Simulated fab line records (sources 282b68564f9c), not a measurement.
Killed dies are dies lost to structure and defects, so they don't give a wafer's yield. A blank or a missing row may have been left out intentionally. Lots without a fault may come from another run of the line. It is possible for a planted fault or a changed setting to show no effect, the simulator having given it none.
Comparing a struck lot with a sound one -- flow rit_cmos -- 15 out of 202 route steps
Sound: the wafers L706.2, L706.3, L706.4. The struck wafers were L693.1, L693.2, L693.6. The cause is named last.
Order at every step that has rows: each side's tool, ch and its chambers, its first start. Under that, the readings that differ: sound wafers -- struck wafers -- difference of the means -- sigmas: that difference in standard deviations of wafers without a fault.
alike: a reading whose means differ by less than 2 such deviations, as well as words and numbers matching on both sides. not compared: withheld readings; readings where some wafer has no value; bounds like >300 that might hide an equal value; numbers whose values overlap and for which the record gives no deviation.
Wherever a step has rows on one side only, a row that says differs or no value, or a row with sigmas, the two part there. Numbers that have no deviation but don't overlap get no sigmas and don't part them. Lack of a reading on every wafer of one side parts them only where that side has two or more wafers.

RIT_GATE_THK_MEAS_07:
  sound on film_metro-03, day 6 02:38; struck on film_metro-04, day 3 10:52
  alike: GATE_OXIDE_THK
then, 1 step without rows for these wafers: RIT_GATE_CVD_08 (deposits poly-Si from SiH4, target thk 250 nm, time 2220 s).
RIT_GATE_THK_MEAS_09:
  sound on film_metro-04, day 6 04:19; struck on film_metro-04, day 3 13:39
  alike: GATE_POLY_THK
then, 6 steps without rows for these wafers: RIT_GATE_HMDS_10 (prime time 60 s); RIT_GATE_COAT_11 (resist thk 850 nm); RIT_GATE_SOFTBAKE_12 (time 60 s); RIT_GATE_EXPOSE_13 (exposes mask M6, target cd 150 nm); RIT_GATE_PEB_14; RIT_GATE_DEVELOP_15 (develop time 50 s).
RIT_GATE_CD_MEAS_16: the cd target is 150 nm.
  sound on cd_sem-01, day 6 05:22; struck on cd_sem-01, day 3 14:43
  alike: cd_nm
RIT_GATE_OVL_MEAS_17:
  sound on overlay-02, day 6 05:28; struck on overlay-01, day 3 14:50
reading,sound,struck,difference,sigmas
GATE_OVL (nm),-0.6 -2.5 -3.5,1.6 2.6 0.2,+3.7,+2
then, 1 step without rows for these wafers: RIT_GATE_HARDBAKE_18 (time 60 s).
RIT_GATE_ETCH_19: etches poly-Si in SF6/CHF3/O2, stops on SiO2, time 165 s, target depth 312.5 nm.
  sound on rie_si-02 ch 0,2,3, day 6 05:38; struck on rie_si-01 ch 0,1,3, day 3 15:01
reading,sound,struck,difference,sigmas
model.NOVOLAK_of_GATE_COAT_11.thk_nm (nm),670.2 669.7 671.3,679.9 683.2 680,+10.6,
  alike: CHF3_flow_sccm, drypump_motor_current_A, oes_product_au, throttle_valve_pct
  not compared: rf_hours_counter_h
RIT_GATE_STRIP_20: strips in O2, time 180 s.
  sound on plasma_asher-02 ch 0,1, day 6 05:45; struck on plasma_asher-03 ch 0,1, day 3 15:08
  alike: drypump_motor_current_A
  not compared: rf_hours_counter_h
RIT_M1_PROBE_99:
  sound on prober-01, day 7 02:23; struck on prober-02, day 4 10:39
reading,sound,struck,difference,sigmas
model.etest.poly_comb_over_steps.leak_log10_a_um,-12.85 -12.71 -12.86,-12.05 -10.87 -11.2,+1.43,
  alike: killed_at_M0_to_M3, killed_at_front_end, killed_dies, killed_open, killed_short

## WHERE THEY PART
Only at RIT_GATE_OVL_MEAS_17, within this record. Later steps at which nothing parts them and some readings are alike: RIT_GATE_ETCH_19, RIT_GATE_STRIP_20, RIT_M1_PROBE_99.

WHY: whatever the simulator had introduced
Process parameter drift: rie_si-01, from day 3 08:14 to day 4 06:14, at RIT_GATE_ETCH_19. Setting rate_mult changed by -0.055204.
